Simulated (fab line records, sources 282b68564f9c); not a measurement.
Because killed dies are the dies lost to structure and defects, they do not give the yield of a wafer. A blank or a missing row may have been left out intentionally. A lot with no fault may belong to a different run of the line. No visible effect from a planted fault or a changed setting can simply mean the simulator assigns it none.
Problem report, 8D (eight disciplines) form, completed by code | flow rit-cmos | the parts of the form that need people (team, actions taken, sign-off) are left out

## 1. WHAT WENT WRONG
Wafers without a fault read 348.3 s, standard deviation 0.37; run-length-s at RIT_CONTACT_ETCH_11 reads a mean of 476.7 s on 6 wafers belonging to 2 lots. So: +99 or more standard deviations from the usual mean.
The step: etches SiO2 in CHF3/CF4/Ar, stops on TiSi2, target depth 480 nm, time 320 s.
First observed at day 6 14:53: wafer L125.1, on rie-diel-02. Wafers with a number at this step in the record: 18, from 6 lots. Rule for "out" (also "out of limits"): further than 4 standard deviations from the usual mean. Any other wafer with a number is counted as sound.

## 2. WHAT IT IS, AND WHAT IT ISN'T
question                    | is                     | is not
which readings at this step | run-length-s           | drypump-motor-current-A, oes-product-au, throttle-valve-pct
which lots                  | L125, L127             | L117, L123, L124, L130
which wafers of those lots  | all that have a number | -
read on which tools         | rie-diel-02            | rie-diel-01, rie-diel-04
when                        | from day 6 14:53       | up to then (6 sound wafers); but 6 sound wafers of L124, L130 came after

## 3. WHAT RULES OUT EACH SUSPECT
Counting: any tool at a process step up to the reading is kept as a suspect provided that every lot that is out went through it and no sound lot did after the first of them.
- rtp-anneal-01 at RIT_SILICIDE_RTA_06 (time 10 s, ramp up 5 s, ramp down 10 s): ruled out as a lasting fault. Sound lots L124, L130 ran on it after its first lot that is out, L125 (day 6 13:00).
- pecvd-04 at RIT_CONTACT_CVD_00 (deposits SiO2 from TEOS, target thk 400 nm, time 61 s): kept. All lots that are out passed through it, beginning with L125 at day 6 13:04, and no sound lot followed; its final sound lot before that point was L117 at day 5 04:16.
- rie-diel-02 at RIT_CONTACT_ETCH_11 (etches SiO2 in CHF3/CF4/Ar, stops on TiSi2, target depth 480 nm, time 320 s): kept. All lots that are out passed through it, beginning with L125 at day 6 14:53, and no sound lot followed; its final sound lot before that point was L123 at day 6 09:46. Its own readings are out on those wafers: run-length-s.
After counting, pecvd-04 at RIT_CONTACT_CVD_00 and rie-diel-02 at RIT_CONTACT_ETCH_11 remain.

## 4. THE CAUSE (what the simulator had put in)
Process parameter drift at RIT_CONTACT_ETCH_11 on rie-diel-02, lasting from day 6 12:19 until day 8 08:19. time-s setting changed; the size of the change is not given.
Counting left 2 suspects, and this tool is among them.

## 5. THE CHAIN OF EFFECTS, in route order
Each row: a reading whose mean over the struck wafers that have a number lies more than 3 standard deviations from the usual. Scope: only readings with a usual standard deviation given in the record; hours: median across lots of the time from each lot's start at the first step in this table that gives one to its start at this step; sigmas: change in usual standard deviations.
hours | step                | reading      | usual   | on struck wafers | change | sigmas
0     | RIT_CONTACT_ETCH_11 | run-length-s | 348.3 s | 476.7            | +128.4 | +99 or more
The process steps in it:
- RIT_CONTACT_ETCH_11: etches SiO2 in CHF3/CF4/Ar, stops on TiSi2, target depth 480 nm, time 320 s.

## 6. HOW IT WOULD HAVE BEEN CAUGHT EARLIER
In this record the first reading out of limits was taken at day 6 14:53, 3 hours after the fault began at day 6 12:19.
